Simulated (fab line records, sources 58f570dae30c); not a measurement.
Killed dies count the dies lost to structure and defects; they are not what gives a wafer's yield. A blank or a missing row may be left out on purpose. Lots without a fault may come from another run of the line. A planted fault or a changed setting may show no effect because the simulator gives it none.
The same fault as seen by 2 desks :: flow berkeley-cmos170 :: every desk sees just its own numbers, and what lay behind them comes last

== FOR THE TOOL OWNER'S DESK: rie-diel-01 ==
The tool's own readings at UCB170_SPACER_ETCHBACK_03 (etches SiO2 in CHF3/CF4/Ar, stops on Si, target depth 376 nm, time 100 s): means of the sampled wafers that have a number, for each lot that ran on this tool. Marked OUT: a lot whose mean sits more than 4 standard deviations from the usual mean, which makes it out of limits; the brackets give that distance.
Columns: A = drypump-motor-current-A at UCB170_SPACER_ETCHBACK_03, usual 5.8 A; B = oes-product-au at UCB170_SPACER_ETCHBACK_03, usual 0.894 a.u.; C = rf-fwd-power-W at UCB170_SPACER_ETCHBACK_03, usual 497.3 W; D = run-length-s at UCB170_SPACER_ETCHBACK_03, usual 128.3 s; E = throttle-valve-pct at UCB170_SPACER_ETCHBACK_03, usual 6.51 %
lot: L743
first seen here: day 8 04:29
A: 5.5
B: 0.878
C: 498.4
D: 128.6
E: 6.47

lot: L742
first seen here: day 8 04:34
A: 5.5
B: 0.888
C: 498.3
D: 128.5
E: 6.48

lot: L747
first seen here: day 9 05:50
A: 5.6
B: 0.923
C: 498.9
D: 120.3 (-20) OUT
E: 6.54

lot: L761
first seen here: day 12 05:34
A: 5.6
B: 0.891
C: 496.8
D: 128.4
E: 6.49

lot: L762
first seen here: day 12 05:38
A: 5.6
B: 0.900
C: 497.2
D: 128.7
E: 6.54
This desk's verdict: out of limits on L747, starting with L747 at day 9 05:50 (run-length-s at UCB170_SPACER_ETCHBACK_03). L743, L742, L761, L762: within limits.

== FROM THE METROLOGY DESK ==
What the gauges read, lot by lot, whatever tool the lot ran on: means of the sampled wafers that have a number. Marked OUT: a lot whose mean sits more than 4 standard deviations from the usual mean, which makes it out of limits; the brackets give that distance.
Columns: A = cd-nm at UCB170_PLDD_CD_MEAS_06, usual 1200.1 nm; B = PSD_OVL at UCB170_PSD_OVL_MEAS_07, usual -3 nm
lot: L743
first seen here: day 7 16:43
A: 1200.2
B: -2

lot: L742
first seen here: day 7 17:01
A: 1200.6
B: -6

lot: L747
first seen here: day 8 19:04
A: 1200.4
B: -0

lot: L749
first seen here: day 9 09:47
A: 1200.7
B: -5

lot: L752
first seen here: day 10 00:52
A: 1202.1
B: -9

lot: L754
first seen here: day 10 08:59
A: 1198.2
B: -1

lot: L755
first seen here: day 10 09:34
A: 1200.7
B: 1

lot: L757
first seen here: day 10 22:21
A: 1199.2
B: -9

lot: L759
first seen here: day 11 13:12
A: 1199.7
B: -3

lot: L761
first seen here: day 11 22:15
A: 1201.4
B: -2

lot: L760
first seen here: day 11 22:22
A: 1200.8
B: 2

lot: L762
first seen here: day 11 23:03
A: 1200.9
B: -2

lot: L764
first seen here: day 12 04:37
A: 1201.5
B: -10
Result from this desk: across the 13 lots, nothing is out of limits.

== ALL TOGETHER ==
On L747, at day 9 05:50, an alarm was possible from the tool owner's desk.
Nothing out of limits was seen by the metrology desk.
The metrology desk holds a record of L747, inside its limits.
The lots listed all ran UCB170_SPACER_ETCHBACK_03 on rie-diel-01.

== WHAT THE SIMULATOR HAD PUT IN ==
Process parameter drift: rie-diel-01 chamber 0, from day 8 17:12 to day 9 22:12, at UCB170_SPACER_ETCHBACK_03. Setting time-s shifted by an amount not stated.
Lots struck among those shown: L747.
Hours from the fault's start to each desk's first reading out of limits: the tool owner's desk, 13.
